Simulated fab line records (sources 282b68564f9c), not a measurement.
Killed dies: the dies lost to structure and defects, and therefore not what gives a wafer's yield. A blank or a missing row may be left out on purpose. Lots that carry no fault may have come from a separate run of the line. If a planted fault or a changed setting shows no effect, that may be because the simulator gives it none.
What tool caused it? :: flow rit_cmos :: Sampling: 14 lots, 42 wafers, 4 of 202 route steps

== WHAT THE GAUGES READ, wafer by wafer ==
RIT_GATE_CD_MEAS_16: target cd 150 nm.
lot: L190
measured: day 2 12:26
on: cd_sem-01
cd_nm (nm): 149.9 150.8 153.6

lot: L191
measured: day 2 18:25
on: cd_sem-02
cd_nm (nm): 152.0 149.4 150.1

lot: L194
measured: day 3 08:02
on: cd_sem-02
cd_nm (nm): 148.3 148.0 144.7

lot: L196
measured: day 3 19:43
on: cd_sem-02
cd_nm (nm): 148.8 146.1 147.0

lot: L197
measured: day 3 22:26
on: cd_sem-02
cd_nm (nm): 149.5 151.7 149.8

lot: L198
measured: day 4 04:14
on: cd_sem-02
cd_nm (nm): 149.8 148.3 149.4

lot: L199
measured: day 4 10:13
on: cd_sem-02
cd_nm (nm): 148.1 150.2 150.4

lot: L200
measured: day 4 14:55
on: cd_sem-02
cd_nm (nm): 145.4 147.9 146.6

lot: L204
measured: day 5 10:11
on: cd_sem-02
cd_nm (nm): 59.9 59.3 58.4

lot: L206
measured: day 5 21:14
on: cd_sem-02
cd_nm (nm): 73.3 71.7 74.2

lot: L209
measured: day 6 11:10
on: cd_sem-02
cd_nm (nm): 149.3 150.6 148.8

lot: L211
measured: day 6 22:23
on: cd_sem-02
cd_nm (nm): 151.3 150.2 150.9

lot: L212
measured: day 7 02:53
on: cd_sem-02
cd_nm (nm): 149.1 151.2 150.4

lot: L213
measured: day 7 12:09
on: cd_sem-02
cd_nm (nm): 148.9 149.2 148.6

RIT_CONTACT_OVL_MEAS_09.
lot: L190
measured: day 3 03:38
on: overlay-02
CONTACT_OVL (nm): 0.8 0.6 0.7

lot: L191
measured: day 3 09:26
on: overlay-02
CONTACT_OVL (nm): 0.2 0.2 -0.3

lot: L194
measured: day 3 23:00
on: overlay-02
CONTACT_OVL (nm): -1.8 -2.0 -0.3

lot: L196
measured: day 4 11:02
on: overlay-02
CONTACT_OVL (nm): -2.2 0.0 0.9

lot: L197
measured: day 4 14:15
on: overlay-01
CONTACT_OVL (nm): 0.4 -1.1 1.0

lot: L198
measured: day 4 19:18
on: overlay-02
CONTACT_OVL (nm): -1.6 -1.2 -0.5

lot: L199
measured: day 5 01:32
on: overlay-01
CONTACT_OVL (nm): -2.9 -1.5 -0.2

lot: L200
measured: day 5 06:28
on: overlay-01
CONTACT_OVL (nm): -2.1 0.1 0.1

lot: L209
measured: day 7 02:07
on: overlay-01
CONTACT_OVL (nm): -0.7 0.3 0.1

lot: L211
measured: day 7 13:13
on: overlay-01
CONTACT_OVL (nm): -1.2 -2.8 1.1

lot: L212
measured: day 7 19:44
on: overlay-02
CONTACT_OVL (nm): -1.2 -3.3 -2.6

lot: L213
measured: day 8 03:34
on: overlay-02
CONTACT_OVL (nm): -1.8 -1.5 -1.1

== TOOL THAT RAN EACH LOT (tool first, then ch and the chambers of the sampled wafers, then the start) ==
lot: L190
RIT_GATE_COAT_11: litho_track-03 ch 0, day 2 11:37
RIT_PSD_STRIP_09: plasma_asher-01 ch 0,1, day 3 00:47

lot: L191
RIT_GATE_COAT_11: litho_track-03 ch 0, day 2 17:44
RIT_PSD_STRIP_09: plasma_asher-02 ch 0,1, day 3 06:37

lot: L194
RIT_GATE_COAT_11: litho_track-02 ch 0, day 3 07:13
RIT_PSD_STRIP_09: plasma_asher-04 ch 0,1, day 3 20:02

lot: L196
RIT_GATE_COAT_11: litho_track-04 ch 0, day 3 18:52
RIT_PSD_STRIP_09: plasma_asher-04 ch 0,1, day 4 07:54

lot: L197
RIT_GATE_COAT_11: litho_track-02 ch 0, day 3 21:44
RIT_PSD_STRIP_09: plasma_asher-04 ch 0,1, day 4 11:23

lot: L198
RIT_GATE_COAT_11: litho_track-02 ch 0, day 4 03:25
RIT_PSD_STRIP_09: plasma_asher-01 ch 0,1, day 4 16:18

lot: L199
RIT_GATE_COAT_11: litho_track-03 ch 0, day 4 09:23
RIT_PSD_STRIP_09: plasma_asher-02 ch 0,1, day 4 22:34

lot: L200
RIT_GATE_COAT_11: litho_track-04 ch 0, day 4 14:05
RIT_PSD_STRIP_09: plasma_asher-02 ch 0,1, day 5 03:29

lot: L204
RIT_GATE_COAT_11: litho_track-02 ch 0, day 5 09:22
RIT_PSD_STRIP_09: -

lot: L206
RIT_GATE_COAT_11: litho_track-02 ch 0, day 5 20:22
RIT_PSD_STRIP_09: -

lot: L209
RIT_GATE_COAT_11: litho_track-04 ch 0, day 6 10:29
RIT_PSD_STRIP_09: plasma_asher-04 ch 0,1, day 6 23:16

lot: L211
RIT_GATE_COAT_11: litho_track-04 ch 0, day 6 21:32
RIT_PSD_STRIP_09: plasma_asher-04 ch 0,1, day 7 10:22

lot: L212
RIT_GATE_COAT_11: litho_track-03 ch 0, day 7 02:11
RIT_PSD_STRIP_09: plasma_asher-04 ch 0, day 7 16:44

lot: L213
RIT_GATE_COAT_11: litho_track-04 ch 0, day 7 11:28
RIT_PSD_STRIP_09: plasma_asher-02 ch 0,1, day 8 00:45
- RIT_GATE_COAT_11: resist thk 850 nm.
- RIT_PSD_STRIP_09: strips in O2, time 180 s.

== AS READ BY THE TOOLS THEMSELVES (means over the sampled wafers that have a number; for cases with no such wafer, the mark the record gives instead) ==
RIT_PSD_STRIP_09.
lot: L190
tool: plasma_asher-01
drypump_motor_current_A (A): 6.0

lot: L191
tool: plasma_asher-02
drypump_motor_current_A (A): 5.0

lot: L194
tool: plasma_asher-04
drypump_motor_current_A (A): 6.0

lot: L196
tool: plasma_asher-04
drypump_motor_current_A (A): 6.1

lot: L197
tool: plasma_asher-04
drypump_motor_current_A (A): 6.1

lot: L198
tool: plasma_asher-01
drypump_motor_current_A (A): 6.0

lot: L199
tool: plasma_asher-02
drypump_motor_current_A (A): 5.0

lot: L200
tool: plasma_asher-02
drypump_motor_current_A (A): 5.0

lot: L209
tool: plasma_asher-04
drypump_motor_current_A (A): 6.2

lot: L211
tool: plasma_asher-04
drypump_motor_current_A (A): 6.0

lot: L212
tool: plasma_asher-04
drypump_motor_current_A (A): 5.9

lot: L213
tool: plasma_asher-02
drypump_motor_current_A (A): 5.0

== THE ANSWER, worked out from the rows above alone ==
Rule: usual is defined by the lots themselves. Put in order of their means at a reading, lots are off if they are a third of the lots or fewer, leave a main group of 4 or more, and stand apart from it by a gap of 3 or more times the standard deviation of the main group's means; of several such gaps the widest counts. The tables above print the reading to a certain number of digits; a main group whose means all agree to those digits is not used. Also off: a lot with no number at a reading for which 4 or more lots have one. The other lots that the step has rows for count as sound. Order of review: gauges by route order, followed by the tools' own readings, for which a lot's mean as printed above is used. The first step at which some lot is off is used, and at that step the reading that is off furthest; a lot without a number counts as furthest.
Off at RIT_GATE_CD_MEAS_16 (cd_nm): L204, L206. Mean 149.3 nm and standard deviation 1.5 in the main group.
A tool fits if, at a process step before that reading, it ran every lot that is off, and no sound lot after the first of them. Gauges at RIT_GATE_CD_MEAS_16: tried the same way as those tools. One fits: litho_track-02 at RIT_GATE_COAT_11. Its last sound lot is L198 (day 4 03:25), its first lot that is off L204 (day 5 09:22): a fault that began between those two fits.

== WHAT HAD BEEN PUT IN BY THE SIMULATOR ==
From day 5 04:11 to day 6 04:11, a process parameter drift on litho_track-02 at RIT_GATE_COAT_11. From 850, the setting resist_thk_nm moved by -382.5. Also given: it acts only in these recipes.
Struck lots among those shown: L204, L206. The rule above found the same.
